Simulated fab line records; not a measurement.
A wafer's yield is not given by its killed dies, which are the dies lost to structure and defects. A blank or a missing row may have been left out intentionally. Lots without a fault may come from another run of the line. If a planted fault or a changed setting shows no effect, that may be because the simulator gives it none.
fab line records ; flow ritCmos
record lots=13; wafers=39; lastDay=7
route steps=202 shown GATE@76 NSD@141 PSD@148 PLDD@159 M1@202
lots with no fault: from the same line, run without faults
startH: start of the lot's first displayed wafer, in hours after the record's first day ; waitH: hours from the lot's prior step to this one ; " the same as in the row above ; L1.1+2: one row covering several wafers at once ; - value missing, or start not given ; * or withheld: withheld ; < > ~ a bound
route shown NAME@n: names a module that has steps shown in the file, with the first one's number in the route ; usual: mean/standard deviation taken from wafers without a fault ; same: alike in all rows ; chamber/n: place in a boat ; sites: the reading at each site ; _std_site: the values' standard deviation ; _edge_site: mean of outer sites minus mean of inner sites ; radiusMm: for every site, how far away it sits from the centre of the wafer ; mask NAME#n: copy n ; behind: the tool/chamber that last shaped the wafer ; hold: what put the lot on hold/how long, in hours/how the hold closed ; device: the transistor (n, p or np) that didn't switch ; end of line: the tests these same wafers got at the end of their route ; a step with no rows: only its recipe ; killed: dies lost to structure and defects at the first sort, not the wafer's yield ; map: per-die view of a wafer (x killed, . not killed, _ where there is no die)
set.NAME: the run value of the setting; set.NAME@STEP: its run value at that earlier step ; model.NAME: the simulator's own value behind a step, which no gauge read
route steps across a sampled set of lots; one table per step, one row per wafer
## steps
# step RIT_GATE_CLEAN_01
# recipe chemistry=SC1; mix=3:3:50; timeS=600; tempC=75
lot.wafer;tool;chamber;startH;waitH
L421.1+3+4;wetBench-02;0;31.60;0.0
L422.2+4+5;wetBench-01;0;38.52;0.0
L423.1+3+6;wetBench-02;2;44.27;0.0
L424.3+4+6;wetBench-01;3;49.49;0.0
L429.4+5+6;wetBench-01;3;73.81;0.0
L430.1+2+4;wetBench-02;3;79.11;0.0
L435.1+4+6;wetBench-02;3;102.29;0.0
L436.1+3+5;wetBench-02;1;108.65;0.0
L438.1+4+6;wetBench-04;0;119.55;0.0
L439.3+4+5;wetBench-04;0;124.64;0.0
L440.1+2+4;wetBench-04;2;127.31;0.0
L441.1+2+5;wetBench-02;1;135.05;0.0
L443.2+3+5;wetBench-02;0;143.57;0.0
# step RIT_NSD_TW_MEAS_10
# usual NSD_TW=3107/27
lot.wafer;tool;chamber;startH;waitH;NSD_TW
L421.1;filmMetro-04;-;49.97;0.1;3112
L421.3;filmMetro-04;-;49.97;0.1;3124
L421.4;filmMetro-04;-;49.97;0.1;3124
L422.2;filmMetro-03;-;55.64;0.1;3129
L422.4;filmMetro-03;-;55.64;0.1;3134
L422.5;filmMetro-03;-;55.64;0.1;3108
L423.1;filmMetro-03;-;60.09;0.1;3110
L423.3;filmMetro-03;-;60.09;0.1;3105
L423.6;filmMetro-03;-;60.09;0.1;3113
L424.3;filmMetro-04;-;67.54;0.1;3130
L424.4;filmMetro-04;-;67.54;0.1;3128
L424.6;filmMetro-04;-;67.54;0.1;3159
L429.4;filmMetro-03;-;91.82;0.1;3126
L429.5;filmMetro-03;-;91.82;0.1;3120
L429.6;filmMetro-03;-;91.82;0.1;3115
L430.1;filmMetro-03;-;97.40;0.1;3122
L430.2;filmMetro-03;-;97.40;0.1;3103
L430.4;filmMetro-03;-;97.40;0.1;3125
L435.1;filmMetro-01;-;123.47;0.1;3088
L435.4;filmMetro-01;-;123.47;0.1;3085
L435.6;filmMetro-01;-;123.47;0.1;3076
L436.1;filmMetro-03;-;126.46;0.1;3085
L436.3;filmMetro-03;-;126.46;0.1;3103
L436.5;filmMetro-03;-;126.46;0.1;3105
L438.1;filmMetro-04;-;138.51;0.1;3123
L438.4;filmMetro-04;-;138.51;0.1;3114
L438.6;filmMetro-04;-;138.51;0.1;3115
L439.3;filmMetro-03;-;140.86;0.1;3099
L439.4;filmMetro-03;-;140.86;0.1;3106
L439.5;filmMetro-03;-;140.86;0.1;3110
L440.1;filmMetro-03;-;143.65;0.1;3119
L440.2;filmMetro-03;-;143.65;0.1;3110
L440.4;filmMetro-03;-;143.65;0.1;3084
L441.1;filmMetro-03;-;153.36;0.1;3112
L441.2;filmMetro-03;-;153.36;0.1;3122
L441.5;filmMetro-03;-;153.36;0.1;3120
L443.2;filmMetro-03;-;160.48;0.1;3113
L443.3;filmMetro-03;-;160.48;0.1;3115
L443.5;filmMetro-03;-;160.48;0.1;3112
# step RIT_PSD_OVL_MEAS_06
# usual PSD_OVL=-0.2/1.4
lot.wafer;tool;chamber;startH;waitH;PSD_OVL[nm]
L421.1;overlay-02;-;51.00;-;-2.8
L421.3;overlay-02;-;51.00;-;0.3
L421.4;overlay-02;-;51.00;-;-1.2
L422.2;overlay-01;-;56.55;-;-2.0
L422.4;overlay-01;-;56.55;-;-2.1
L422.5;overlay-01;-;56.55;-;0.2
L423.1;overlay-01;-;61.00;-;0.1
L423.3;overlay-01;-;61.00;-;3.6
L423.6;overlay-01;-;61.00;-;-0.3
L424.3;overlay-01;-;68.47;-;0.4
L424.4;overlay-01;-;68.47;-;0.0
L424.6;overlay-01;-;68.47;-;1.3
L429.4;overlay-01;-;92.92;-;-0.6
L429.5;overlay-01;-;92.92;-;0.7
L429.6;overlay-01;-;92.92;-;-1.4
L430.1;overlay-01;-;98.31;-;1.4
L430.2;overlay-01;-;98.31;-;2.1
L430.4;overlay-01;-;98.31;-;0.8
L435.1;overlay-02;-;124.38;-;1.3
L435.4;overlay-02;-;124.38;-;-2.0
L435.6;overlay-02;-;124.38;-;2.7
L436.1;overlay-02;-;127.42;-;-0.3
L436.3;overlay-02;-;127.42;-;0.9
L436.5;overlay-02;-;127.42;-;-2.4
L438.1;overlay-02;-;139.42;-;-1.0
L438.4;overlay-02;-;139.42;-;0.3
L438.6;overlay-02;-;139.42;-;1.1
L439.3;overlay-01;-;141.76;-;1.9
L439.4;overlay-01;-;141.76;-;3.9
L439.5;overlay-01;-;141.76;-;0.8
L440.1;overlay-01;-;144.77;-;-0.2
L440.2;overlay-01;-;144.77;-;0.1
L440.4;overlay-01;-;144.77;-;-1.2
L441.1;overlay-01;-;154.30;-;-2.8
L441.2;overlay-01;-;154.30;-;0.7
L441.5;overlay-01;-;154.30;-;-0.2
L443.2;overlay-02;-;161.72;-;-0.9
L443.3;overlay-02;-;161.72;-;-0.8
L443.5;overlay-02;-;161.72;-;0.6
# step RIT_SDANNEAL_RS_MEAS_06
# recipe thkMeasGauge=four-point-probe
# usual PLDD_RS=179.2/0.43
lot.wafer;tool;chamber;startH;waitH;PLDD_RS[ohm/sq]
L421.1;filmMetro-03;-;52.26;0.1;179.5
L421.3;filmMetro-03;-;52.26;0.1;179.6
L421.4;filmMetro-03;-;52.26;0.1;179.6
L422.2;filmMetro-04;-;57.81;0.1;178.4
L422.4;filmMetro-04;-;57.81;0.1;178.3
L422.5;filmMetro-04;-;57.81;0.1;178.5
L423.1;filmMetro-04;-;62.26;0.1;178.5
L423.3;filmMetro-04;-;62.26;0.1;178.5
L423.6;filmMetro-04;-;62.26;0.1;179.3
L424.3;filmMetro-01;-;69.76;0.1;179.2
L424.4;filmMetro-01;-;69.76;0.1;179.6
L424.6;filmMetro-01;-;69.76;0.1;179.2
L429.4;filmMetro-04;-;94.55;0.1;178.9
L429.5;filmMetro-04;-;94.55;0.1;178.8
L429.6;filmMetro-04;-;94.55;0.1;178.7
L430.1;filmMetro-01;-;99.72;0.1;179.2
L430.2;filmMetro-01;-;99.72;0.1;179.5
L430.4;filmMetro-01;-;99.72;0.1;179.3
L435.1;filmMetro-01;-;125.64;0.1;179.7
L435.4;filmMetro-01;-;125.64;0.1;179.9
L435.6;filmMetro-01;-;125.64;0.1;179.7
L436.1;filmMetro-04;-;128.65;0.1;179.2
L436.3;filmMetro-04;-;128.65;0.1;179.1
L436.5;filmMetro-04;-;128.65;0.1;179.2
L438.1;filmMetro-04;-;140.66;0.1;178.6
L438.4;filmMetro-04;-;140.66;0.1;178.7
L438.6;filmMetro-04;-;140.66;0.1;178.8
L439.3;filmMetro-01;-;143.04;0.1;179.6
L439.4;filmMetro-01;-;143.04;0.1;179.6
L439.5;filmMetro-01;-;143.04;0.1;180.0
L440.1;filmMetro-04;-;146.09;0.1;179.9
L440.2;filmMetro-04;-;146.09;0.1;179.1
L440.4;filmMetro-04;-;146.09;0.1;179.0
L441.1;filmMetro-03;-;155.56;0.1;179.7
L441.2;filmMetro-03;-;155.56;0.1;179.0
L441.5;filmMetro-03;-;155.56;0.1;179.8
L443.2;filmMetro-03;-;162.97;0.1;179.0
L443.3;filmMetro-03;-;162.97;0.1;179.4
L443.5;filmMetro-03;-;162.97;0.1;179.6
# step RIT_M1_PROBE_99
# usual killedAtContacts=0.1/0.25; killedAtFrontEnd=6.3/2.9; killedDies=6.4/2.8; killedOnRim=1.7/1.4; killedOpen=3.3/2; killedShort=3.1/2
# same grossDies=264; killed_at_M0_to_M3=0; killed_at_M4_up=0; killedAtBackSide=0; killedAtOther=0
lot.wafer;tool;chamber;startH;waitH;killedAtContacts;killedAtFrontEnd;killedDies;killedOnRim;killedOpen;killedShort
L421.1;prober-01;-;59.26;0.1;0;8;8;3;5;3
L421.3;prober-01;-;59.36;0.2;0;12;12;2;11;1
L421.4;prober-01;-;59.41;0.2;0;10;10;2;3;7
L422.2;prober-01;-;65.21;0.1;0;3;3;1;1;2
L422.4;prober-01;-;65.31;0.2;0;6;6;0;4;2
L422.5;prober-01;-;65.36;0.2;0;7;7;0;5;2
L423.1;prober-01;-;69.29;0.1;1;3;4;0;3;1
L423.3;prober-01;-;69.39;0.2;0;9;9;1;5;4
L423.6;prober-01;-;69.54;0.2;0;6;6;3;3;3
L424.3;prober-02;-;77.18;0.2;0;7;7;2;3;4
L424.4;prober-02;-;77.23;0.2;0;4;4;0;2;2
L424.6;prober-02;-;77.33;0.2;0;7;7;1;4;3
L429.4;prober-01;-;101.80;0.2;0;19;19;7;4;2
L429.5;prober-01;-;101.85;0.2;1;24;25;9;8;5
L429.6;prober-01;-;101.90;0.2;0;21;21;7;4;6
L430.1;prober-02;-;107.22;0.1;0;5;5;1;4;1
L430.2;prober-02;-;107.27;0.1;0;5;5;2;2;3
L430.4;prober-02;-;107.37;0.2;0;4;4;1;3;1
L435.1;prober-02;-;132.76;0.1;0;10;10;6;6;4
L435.4;prober-02;-;132.91;0.2;0;10;10;1;3;7
L435.6;prober-02;-;133.01;0.2;0;4;4;1;2;2
L436.1;prober-01;-;136.04;0.1;0;2;2;0;1;1
L436.3;prober-01;-;136.14;0.2;1;2;3;1;1;2
L436.5;prober-01;-;136.24;0.2;0;3;3;1;2;1
L438.1;prober-01;-;147.97;0.1;1;9;10;5;4;6
L438.4;prober-01;-;148.12;0.2;0;6;6;2;2;4
L438.6;prober-01;-;148.22;0.2;0;5;5;1;3;2
L439.3;prober-02;-;150.57;0.2;0;8;8;2;4;4
L439.4;prober-02;-;150.62;0.2;0;5;5;2;3;2
L439.5;prober-02;-;150.67;0.2;0;6;6;3;5;1
L440.1;prober-01;-;153.11;0.1;0;4;4;1;3;1
L440.2;prober-01;-;153.16;0.1;0;10;10;0;3;7
L440.4;prober-01;-;153.26;0.2;0;5;5;3;4;1
L441.1;prober-02;-;163.05;0.1;0;5;5;2;2;3
L441.2;prober-02;-;163.10;0.1;0;6;6;2;6;0
L441.5;prober-02;-;163.25;0.2;0;3;3;0;1;2
L443.2;prober-02;-;170.30;0.1;0;5;5;0;2;3
L443.3;prober-02;-;170.35;0.2;0;9;9;4;7;2
L443.5;prober-02;-;170.45;0.2;0;4;4;2;2;2
# killed by level:class
L421.1 REOX:geometricParticle:open=3 GATE:geometricParticle:open=2 REOX:geometricParticle:short=2 GATE:geometricParticle:short=1
L421.3 GATE:geometricParticle:open=7 SPACER:geometricParticle:open=2 FOX1:geometricParticle:open=1 FOX2:geometricParticle:open=1 REOX:geometricParticle:short=1
L421.4 REOX:geometricParticle:short=3 SPACER:geometricParticle:short=3 FOX1:geometricParticle:open=1 GATE:geometricParticle:open=1 SILICIDE:geometricParticle:short=1 SILICIDE:geometricParticle:open=1
L422.2 REOX:geometricParticle:open=1 REOX:geometricParticle:short=1 SPACER:geometricParticle:short=1
L422.4 GATE:geometricParticle:open=2 GATE:geometricParticle:short=1 REOX:geometricParticle:open=1 REOX:geometricParticle:short=1 SPACER:geometricParticle:open=1
L422.5 FOX2:geometricParticle:open=3 REOX:geometricParticle:open=2 FOX1:geometricParticle:short=1 GATE:geometricParticle:short=1
L423.1 GATE:geometricParticle:open=1 GATE:geometricParticle:short=1 REOX:geometricParticle:open=1 CONTACT:geometricParticle:open=1
L423.3 REOX:geometricParticle:open=4 FOX1:geometricParticle:short=2 REOX:geometricParticle:short=2 GATE:geometricParticle:open=1
L423.6 SILICIDE:geometricParticle:open=2 FOX1:geometricParticle:short=1 GATE:geometricParticle:open=1 REOX:geometricParticle:short=1 SPACER:geometricParticle:short=1
L424.3 SILICIDE:geometricParticle:short=2 FOX2:geometricParticle:open=1 GATE:geometricParticle:short=1 GATE:geometricParticle:open=1 REOX:geometricParticle:short=1 REOX:geometricParticle:open=1
L424.4 GATE:geometricParticle:open=2 GATE:geometricParticle:short=1 REOX:geometricParticle:short=1
L424.6 REOX:geometricParticle:open=3 REOX:geometricParticle:short=2 GATE:geometricParticle:open=1 GATE:geometricParticle:short=1
L429.4 GATE:unspecified=13 GATE:geometricParticle:short=2 GATE:geometricParticle:open=2 FOX1:geometricParticle:open=1 SPACER:geometricParticle:open=1
L429.5 GATE:unspecified=12 GATE:geometricParticle:open=2 REOX:geometricParticle:open=2 FOX1:geometricParticle:short=1 FOX2:geometricParticle:open=1 FOX2:geometricParticle:short=1 GATE:geometricParticle:short=1 SPACER:geometricParticle:open=1
L429.6 GATE:unspecified=11 FOX1:geometricParticle:short=3 FOX2:geometricParticle:short=2 GATE:geometricParticle:open=2 SPACER:geometricParticle:open=2 GATE:geometricParticle:short=1
L430.1 GATE:geometricParticle:open=3 FOX1:geometricParticle:short=1 REOX:geometricParticle:open=1
L430.2 FOX1:geometricParticle:short=2 FOX1:geometricParticle:open=1 GATE:geometricParticle:short=1 REOX:geometricParticle:open=1
L430.4 SPACER:geometricParticle:open=2 FOX1:geometricParticle:short=1 GATE:geometricParticle:open=1
L435.1 FOX1:geometricParticle:short=2 SPACER:geometricParticle:open=2 ACTIVE:geometricParticle:short=1 FOX1:geometricParticle:open=1 FOX2:geometricParticle:open=1 GATE:geometricParticle:open=1 GATE:geometricParticle:short=1 REOX:geometricParticle:open=1
L435.4 GATE:geometricParticle:short=3 SPACER:geometricParticle:short=2 FOX1:geometricParticle:open=1 FOX2:geometricParticle:short=1 FOX2:geometricParticle:open=1 SPACER:geometricParticle:open=1 SILICIDE:geometricParticle:short=1
L435.6 GATE:geometricParticle:open=2 FOX1:geometricParticle:short=1 FOX2:geometricParticle:short=1
L436.1 GATE:geometricParticle:open=1 GATE:geometricParticle:short=1
L436.3 FOX2:geometricParticle:short=1 SPACER:geometricParticle:short=1 CONTACT:geometricParticle:open=1
L436.5 GATE:geometricParticle:open=2 GATE:geometricParticle:short=1
L438.1 REOX:geometricParticle:short=3 GATE:geometricParticle:short=2 REOX:geometricParticle:open=2 SPACER:geometricParticle:short=1 SPACER:geometricParticle:open=1 CONTACT:geometricParticle:open=1
L438.4 FOX1:geometricParticle:short=2 FOX2:geometricParticle:open=1 GATE:geometricParticle:open=1 GATE:geometricParticle:short=1 SPACER:geometricParticle:short=1
L438.6 SILICIDE:geometricParticle:short=2 FOX1:geometricParticle:open=1 GATE:geometricParticle:open=1 REOX:geometricParticle:open=1
L439.3 SPACER:geometricParticle:open=2 FOX1:geometricParticle:short=1 FOX2:geometricParticle:open=1 GATE:geometricParticle:open=1 GATE:geometricParticle:short=1 SPACER:geometricParticle:short=1 SILICIDE:geometricParticle:short=1
L439.4 GATE:geometricParticle:short=2 FOX1:geometricParticle:open=1 GATE:geometricParticle:open=1 SPACER:geometricParticle:open=1
L439.5 GATE:geometricParticle:open=4 GATE:geometricParticle:short=1 REOX:geometricParticle:open=1
L440.1 GATE:geometricParticle:open=2 SILICIDE:geometricParticle:open=1 SILICIDE:geometricParticle:short=1
L440.2 GATE:geometricParticle:short=3 FOX2:geometricParticle:short=2 FOX1:geometricParticle:short=1 FOX2:geometricParticle:open=1 GATE:geometricParticle:open=1 REOX:geometricParticle:short=1 SILICIDE:geometricParticle:open=1
L440.4 SILICIDE:geometricParticle:open=2 FOX2:geometricParticle:open=1 REOX:geometricParticle:short=1 SPACER:geometricParticle:open=1
L441.1 REOX:geometricParticle:short=3 GATE:geometricParticle:open=1 SPACER:geometricParticle:open=1
L441.2 REOX:geometricParticle:open=4 FOX1:geometricParticle:open=1 GATE:geometricParticle:open=1
L441.5 GATE:geometricParticle:open=1 GATE:geometricParticle:short=1 REOX:geometricParticle:short=1
L443.2 FOX1:geometricParticle:open=1 GATE:geometricParticle:short=1 REOX:geometricParticle:short=1 REOX:geometricParticle:open=1 SILICIDE:geometricParticle:short=1
L443.3 FOX1:geometricParticle:open=3 GATE:geometricParticle:open=2 FOX1:geometricParticle:short=1 REOX:geometricParticle:open=1 SPACER:geometricParticle:short=1 SILICIDE:geometricParticle:open=1
L443.5 REOX:geometricParticle:open=1 REOX:geometricParticle:short=1 SILICIDE:geometricParticle:short=1 SILICIDE:geometricParticle:open=1
## key
firstSign step=RIT_M1_PROBE_99; reading=killedDies; direction=up; sigmas=5.4; usual=6.4; struck=21.7
effect step=RIT_M1_PROBE_99; reading=killedAtFrontEnd; direction=up; sigmas=5.3; usual=6.3; struck=21.3
metAt RIT_GATE_CLEAN_01
struckLots L429
struckWafers L429.4,L429.5,L429.6
testerLeftOut L429
notActingAt RIT_NSD_TW_MEAS_10,RIT_PSD_OVL_MEAS_06,RIT_SDANNEAL_RS_MEAS_06
onsetBetween 49.49 73.81
fault kind=chamberParticleSource; tool=wetBench-01; chamber=3; onsetH=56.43; steps=RIT_GATE_CLEAN_01; ratePerVisitCm2=0.5194; endH=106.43
# testerLeftOut: of these lots the tester's yield and bins aren't shown, on N5 and GAA mostly nor the transistor test; their killed dies are dies lost to structure and defects alone, not to doping, threshold or leakage, so they don't give the yield
